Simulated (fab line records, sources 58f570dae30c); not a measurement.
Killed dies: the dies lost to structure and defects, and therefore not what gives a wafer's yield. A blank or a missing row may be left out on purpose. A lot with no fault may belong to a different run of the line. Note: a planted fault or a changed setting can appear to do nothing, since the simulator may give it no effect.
Which tool did it? :: flow berkeley cmos170 :: 14 lots, 42 wafers sampled, at 2 steps of a route of 331

WHAT THE GAUGES READ, wafer by wafer
UCB170_V1_BOW_MEAS_03. Usual: V1_BOW 20 um, standard deviation 6.3.
lot: L781
measured: day 7 08:05
on: film metro-04
V1_BOW (um): 18 11 29
flag: 

lot: L782
measured: day 7 19:01
on: film metro-04
V1_BOW (um): 39 43 48 - - -
flag: OFF

lot: L783
measured: day 7 21:38
on: film metro-04
V1_BOW (um): 42 55 34 - - -
flag: OFF

lot: L785
measured: day 8 11:19
on: film metro-01
V1_BOW (um): 14 22 14
flag: 

lot: L786
measured: day 8 13:39
on: film metro-04
V1_BOW (um): 19 17 18
flag: 

lot: L794
measured: day 9 23:09
on: film metro-04
V1_BOW (um): 22 7 26
flag: 

lot: L797
measured: day 10 06:29
on: film metro-01
V1_BOW (um): 20 27 22
flag: 

lot: L795
measured: day 10 07:06
on: film metro-03
V1_BOW (um): 25 25 23
flag: 

lot: L798
measured: day 10 07:22
on: film metro-03
V1_BOW (um): 16 11 2
flag: 

lot: L800
measured: day 10 19:29
on: film metro-03
V1_BOW (um): 25 13 13
flag: 

lot: L802
measured: day 11 10:49
on: film metro-03
V1_BOW (um): 18 13 34
flag: 

lot: L801
measured: day 11 10:51
on: film metro-04
V1_BOW (um): 22 15 30
flag: 

lot: L799
measured: day 11 11:05
on: film metro-01
V1_BOW (um): 21 25 27
flag: 

lot: L803
measured: day 11 15:15
on: film metro-03
V1_BOW (um): 20 12 24
flag: 

TOOL THAT RAN EACH LOT (tool first, then ch and the chambers of the sampled wafers, then the start)
lot: L781
UCB170_V1_CMP_02: cmp-01 ch 0,2,3, day 7 07:48

lot: L782
UCB170_V1_CMP_02: cmp-01 ch 0,1,3, day 7 18:45

lot: L783
UCB170_V1_CMP_02: cmp-02 ch 1,3, day 7 21:17

lot: L785
UCB170_V1_CMP_02: cmp-02 ch 0,1,3, day 8 11:01

lot: L786
UCB170_V1_CMP_02: cmp-01 ch 0,3, day 8 13:17

lot: L794
UCB170_V1_CMP_02: cmp-02 ch 1,2,3, day 9 22:58

lot: L797
UCB170_V1_CMP_02: cmp-02 ch 0,1,2, day 10 06:10

lot: L795
UCB170_V1_CMP_02: cmp-02 ch 1,2, day 10 06:46

lot: L798
UCB170_V1_CMP_02: cmp-02 ch 0,1,2, day 10 07:07

lot: L800
UCB170_V1_CMP_02: cmp-02 ch 1,2, day 10 19:11

lot: L802
UCB170_V1_CMP_02: cmp-02 ch 1,2,3, day 11 10:31

lot: L801
UCB170_V1_CMP_02: cmp-01 ch 0,2,3, day 11 10:33

lot: L799
UCB170_V1_CMP_02: cmp-02 ch 0,3, day 11 10:46

lot: L803
UCB170_V1_CMP_02: cmp-01 ch 0,3, day 11 14:56
- UCB170_V1_CMP_02: polishes SiO2.

AS READ BY THE TOOLS THEMSELVES (means over the sampled wafers that have a number; for cases with no such wafer, the mark the record gives instead)
UCB170_V1_CMP_02. Usual: edge zone pressure frac 1.000, standard deviation 0.0049; head pressure psi 6.002 psi, standard deviation 0.013; motor current A 15.5 A, standard deviation 1.3.
lot: L781
tool: cmp-01
edge zone pressure frac: 1.003
head pressure psi (psi): 5.991
motor current A (A): 14.4
flag: 

lot: L782
tool: cmp-01
edge zone pressure frac: -
head pressure psi (psi): -
motor current A (A): -
flag: OFF

lot: L783
tool: cmp-02
edge zone pressure frac: -
head pressure psi (psi): -
motor current A (A): -
flag: OFF

lot: L785
tool: cmp-02
edge zone pressure frac: 0.999
head pressure psi (psi): 6.015
motor current A (A): 15.9
flag: 

lot: L786
tool: cmp-01
edge zone pressure frac: 1.000
head pressure psi (psi): 6.004
motor current A (A): 13.6
flag: 

lot: L794
tool: cmp-02
edge zone pressure frac: 0.998
head pressure psi (psi): 6.008
motor current A (A): 15.6
flag: 

lot: L797
tool: cmp-02
edge zone pressure frac: 1.003
head pressure psi (psi): 5.992
motor current A (A): 16.1
flag: 

lot: L795
tool: cmp-02
edge zone pressure frac: 1.004
head pressure psi (psi): 6.001
motor current A (A): 16.1
flag: 

lot: L798
tool: cmp-02
edge zone pressure frac: 1.004
head pressure psi (psi): 6.003
motor current A (A): 16.2
flag: 

lot: L800
tool: cmp-02
edge zone pressure frac: 1.004
head pressure psi (psi): 5.997
motor current A (A): 15.6
flag: 

lot: L802
tool: cmp-02
edge zone pressure frac: 0.995
head pressure psi (psi): 6.009
motor current A (A): 16.0
flag: 

lot: L801
tool: cmp-01
edge zone pressure frac: 1.004
head pressure psi (psi): 6.008
motor current A (A): 14.3
flag: 

lot: L799
tool: cmp-02
edge zone pressure frac: 1.000
head pressure psi (psi): 6.001
motor current A (A): 15.3
flag: 

lot: L803
tool: cmp-01
edge zone pressure frac: 1.000
head pressure psi (psi): 5.995
motor current A (A): 14.5
flag: 

THE ANSWER, worked out from the rows above alone
Rule: lot off if the mean of its wafers having a number is beyond 3 standard deviations from the usual mean. Also off: a lot with no number at a reading for which 4 or more lots have one. Where the step has rows for the other lots, those lots are counted as sound. The gauges are gone through in route order, then the tools' own readings, and for those a lot's mean is taken as printed above. At the first step where some lot is off, the reading lying furthest off is the one used; lots without a number count as furthest.
Off: L782, L783, seen at UCB170_V1_BOW_MEAS_03 (V1_BOW).
A tool fits if, at a process step before that reading, it ran every lot that is off, and no sound lot after the first of them. The gauges at UCB170_V1_BOW_MEAS_03 aren't tried: what is off there is off at UCB170_V1_CMP_02 too, on other tools, and a gauge's error can't cause that. Of those tried, none fits.

WHAT WAS PUT IN BY THE SIMULATOR
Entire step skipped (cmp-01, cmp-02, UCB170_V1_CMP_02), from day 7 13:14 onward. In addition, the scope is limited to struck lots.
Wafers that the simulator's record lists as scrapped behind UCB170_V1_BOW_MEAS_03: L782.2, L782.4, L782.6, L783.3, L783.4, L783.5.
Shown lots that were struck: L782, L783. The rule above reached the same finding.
